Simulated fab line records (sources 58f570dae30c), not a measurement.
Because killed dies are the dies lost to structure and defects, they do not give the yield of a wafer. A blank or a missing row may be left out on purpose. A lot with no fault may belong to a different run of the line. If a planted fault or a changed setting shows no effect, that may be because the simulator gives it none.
Struck lot and sound lot, side by side	flow berkeley-cmos170	16 out of 331 route steps
Sound: wafers L969.1, L969.3, L969.4. The struck wafers were L976.1, L976.2, L976.3. The cause comes at the end.
Per side, at each step with rows, come the tool, then ch with its chambers, and then its first start. Under that, the readings that differ: sound wafers	struck wafers	difference of the means	sigmas: that difference in standard deviations of wafers without a fault.
alike: readings whose means differ by less than 2 such deviations, and words and numbers that are the same on both sides. not compared: withheld readings, readings that some wafer has no value for, bounds like >300 that may hide the same value, and numbers for which the record gives no deviation and whose values overlap.
Wherever a step has rows on one side only, a row that says differs or no value, or a row with sigmas, the two part there. Numbers that have no deviation but don't overlap get no sigmas and don't part them. A reading that every wafer of one side lacks parts them only if that side has two wafers or more.

UCB170_PWELL_THK_MEAS_03:
  struck on film-metro-03, day 6 01:17; sound on film-metro-03, day 4 14:39
  alike: PWELL_OXIDE_THK
then, 2 steps without rows for these wafers: UCB170_PWELL_ANNEAL_04 (time 900 s); UCB170_PWELL_CVD_05 (deposits Si3N4 from SiH2Cl2/NH3, target thk 220 nm, time 3300 s).
UCB170_PWELL_THK_MEAS_06:
  struck on film-metro-04, day 6 10:32; sound on film-metro-01, day 4 23:18
  alike: PWELL_NITRIDE_THK
then, 6 steps without rows for these wafers: UCB170_PWELL_HMDS_07 (prime time 60 s); UCB170_PWELL_COAT_08 (resist thk 900 nm); UCB170_PWELL_SOFTBAKE_09 (time 60 s); UCB170_PWELL_EXPOSE_10 (exposes mask PWELL, target cd 3000 nm); UCB170_PWELL_PEB_11; UCB170_PWELL_DEVELOP_12 (develop time 45 s).
UCB170_PWELL_OVL_MEAS_13:
  struck on overlay-01, day 6 12:01; sound on overlay-02, day 5 00:32
  alike: PWELL_OVL
UCB170_PWELL_ETCH_14: etches Si3N4 in CH3F/Ar/O2, stops on SiO2, target depth 242 nm, time 151 s.
  sound on rie-diel-04 ch 0,2,3, day 5 00:34; struck on rie-diel-03 ch 1,2,3, day 6 12:03
  alike: drypump-motor-current-A, oes-product-au, throttle-valve-pct
  not compared: rf-hours-counter-h
UCB170_PWELL_IMPLANT_15:
  sound on implanter-03 ch 0, day 5 00:40; struck on implanter-03 ch 0, day 6 12:09
reading	sound	struck	difference	sigmas
implant-ion-amu	11 11 11	49 49 49	+38	
model.implant.rp-nm (nm)	190.2 190.2 190.2	45 45 45	-145	
model.implant.drp-nm (nm)	64.7 64.7 64.7	21.23 21.23 21.23	-43.47	
UCB170_PWELL_STRIP_16: strips in O2.
  sound on plasma-asher-01 ch 0,1, day 5 00:49; struck on plasma-asher-02 ch 0,1, day 6 12:18
  alike: drypump-motor-current-A, o2-flow-sccm, oes-product-au, strip-time-to-endpoint-s
  not compared: rf-hours-counter-h
UCB170_PWELL_TW_MEAS_17:
  struck on film-metro-04, day 6 12:24; sound on film-metro-03, day 5 00:55
reading	sound	struck	difference	sigmas
PWELL_TW	384 382 381	635 636 635	+253	+74
then, 1 step without rows for these wafers: UCB170_PWELL_CLEAN_18 (cleans in SPM, time 600 s).

WHERE THEY PART
At UCB170_PWELL_TW_MEAS_17 and nowhere else, as far as this record goes.

WHY: the cause the simulator had injected
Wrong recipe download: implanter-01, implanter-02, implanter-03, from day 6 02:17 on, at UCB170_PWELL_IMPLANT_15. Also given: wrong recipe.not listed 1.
